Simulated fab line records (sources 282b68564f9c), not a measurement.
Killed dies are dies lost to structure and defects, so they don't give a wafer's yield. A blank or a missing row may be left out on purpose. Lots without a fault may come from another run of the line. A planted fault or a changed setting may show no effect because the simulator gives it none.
Check for tools in common + flow rit_cmos + 14 lots, 42 wafers sampled

REASON IT WAS OPENED
At RIT_SDANNEAL_RS_MEAS_06 the reading PLDD_RS is flagged on 2 of 14 lots. No-fault wafers: 178.7 ohm/sq, standard deviation 0.52.
Rule: a lot gets a flag if all its wafers with a number sit over 4 standard deviations from that mean, or if no wafer of it has a number. The rest of the lots are taken to be sound.

| lot  | measured    | on            | PLDD_RS (ohm/sq), wafer by wafer | flag    |
|------|-------------|---------------|----------------------------------|---------|
| L293 | day 3 18:42 | film_metro-03 | 178.9 178.3 178.3                |         |
| L294 | day 3 22:12 | film_metro-03 | 178.7 179.2 178.8                |         |
| L296 | day 4 06:08 | film_metro-03 | 178.0 177.8 178.0                |         |
| L297 | day 4 10:07 | film_metro-02 | 177.9 178.3 178.6                |         |
| L299 | day 5 00:16 | film_metro-02 | 178.6 178.2 178.5                |         |
| L300 | day 5 05:03 | film_metro-04 | 179.9 180.2 180.2                |         |
| L301 | day 5 11:06 | film_metro-03 | 178.3 178.4 178.0                |         |
| L303 | day 5 17:55 | film_metro-03 | 179.4 179.0 179.2                |         |
| L304 | day 5 23:09 | film_metro-02 | 183.3 183.7 184.2                | FLAGGED |
| L305 | day 6 03:30 | film_metro-02 | 178.9 178.8 178.7                |         |
| L306 | day 6 06:04 | film_metro-02 | 178.4 178.5 178.4                |         |
| L307 | day 6 11:43 | film_metro-03 | 183.8 183.6 184.3                | FLAGGED |
| L308 | day 6 17:51 | film_metro-03 | 179.3 179.0 179.4                |         |
| L312 | day 7 18:32 | film_metro-03 | 178.7 179.5 179.6                |         |
The numbers of the flagged lots are 183.8 ohm/sq on average: +5.1 ohm/sq against the usual, or +10 standard deviations.

TOOL THAT RAN EACH LOT
The record keeps 1 process step preceding the reading, out of 202 steps on the route. Each cell gives the tool, then ch followed by the chambers the sampled wafers passed through, then the start.
| lot  | flag    | RIT_PLDD_IMPLANT_08            |
|------|---------|--------------------------------|
| L293 |         | implanter-04 ch 0, day 3 11:58 |
| L294 |         | implanter-01 ch 0, day 3 15:39 |
| L296 |         | implanter-01 ch 0, day 3 22:53 |
| L297 |         | implanter-01 ch 0, day 4 03:29 |
| L299 |         | implanter-03 ch 0, day 4 16:05 |
| L300 |         | implanter-01 ch 0, day 4 19:25 |
| L301 |         | implanter-01 ch 0, day 5 01:50 |
| L303 |         | implanter-01 ch 0, day 5 10:14 |
| L304 | FLAGGED | implanter-01 ch 0, day 5 16:26 |
| L305 |         | implanter-04 ch 0, day 5 20:39 |
| L306 |         | implanter-03 ch 0, day 5 23:33 |
| L307 | FLAGGED | implanter-01 ch 0, day 6 04:52 |
| L308 |         | implanter-03 ch 0, day 6 11:10 |
| L312 |         | implanter-04 ch 0, day 7 10:53 |
What the steps here do:
- RIT_PLDD_IMPLANT_08
- RIT_SDANNEAL_RS_MEAS_06: measures by four-point-probe.

FLAGGED OVER TOTAL, TOOL BY TOOL (the gauges that took the reading come last)
| step                    | tool          | lots run | flagged | share of the flagged lots | sound lots run after its first flagged lot |
|-------------------------|---------------|----------|---------|---------------------------|--------------------------------------------|
| RIT_PLDD_IMPLANT_08     | implanter-01  | 8        | 2       | all                       | 0                                          |
| RIT_PLDD_IMPLANT_08     | implanter-03  | 3        | 0       | none                      | -                                          |
| RIT_PLDD_IMPLANT_08     | implanter-04  | 3        | 0       | none                      | -                                          |
| RIT_SDANNEAL_RS_MEAS_06 | film_metro-02 | 5        | 1       | some                      | 2 (L305,L306)                              |
| RIT_SDANNEAL_RS_MEAS_06 | film_metro-03 | 8        | 1       | some                      | 2 (L308,L312)                              |
| RIT_SDANNEAL_RS_MEAS_06 | film_metro-04 | 1        | 0       | none                      | -                                          |

THE TABLE: WHAT IT ALLOWS
All flagged lots share 1 row of the table, namely implanter-01 at RIT_PLDD_IMPLANT_08.
- implanter-01 at RIT_PLDD_IMPLANT_08 ran 8 lots, 2 of them flagged. A fault beginning between L303 (day 5 10:14), its last sound lot, and L304 (day 5 16:26), its first flagged one, fits the data.
What remains is a single tool, implanter-01 at RIT_PLDD_IMPLANT_08.

WHAT HAD BEEN PUT IN BY THE SIMULATOR
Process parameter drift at RIT_PLDD_IMPLANT_08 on implanter-01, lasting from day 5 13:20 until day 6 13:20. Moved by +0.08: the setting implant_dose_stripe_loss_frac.
Shown lots that were struck: L304, L307. The rule above found the same.
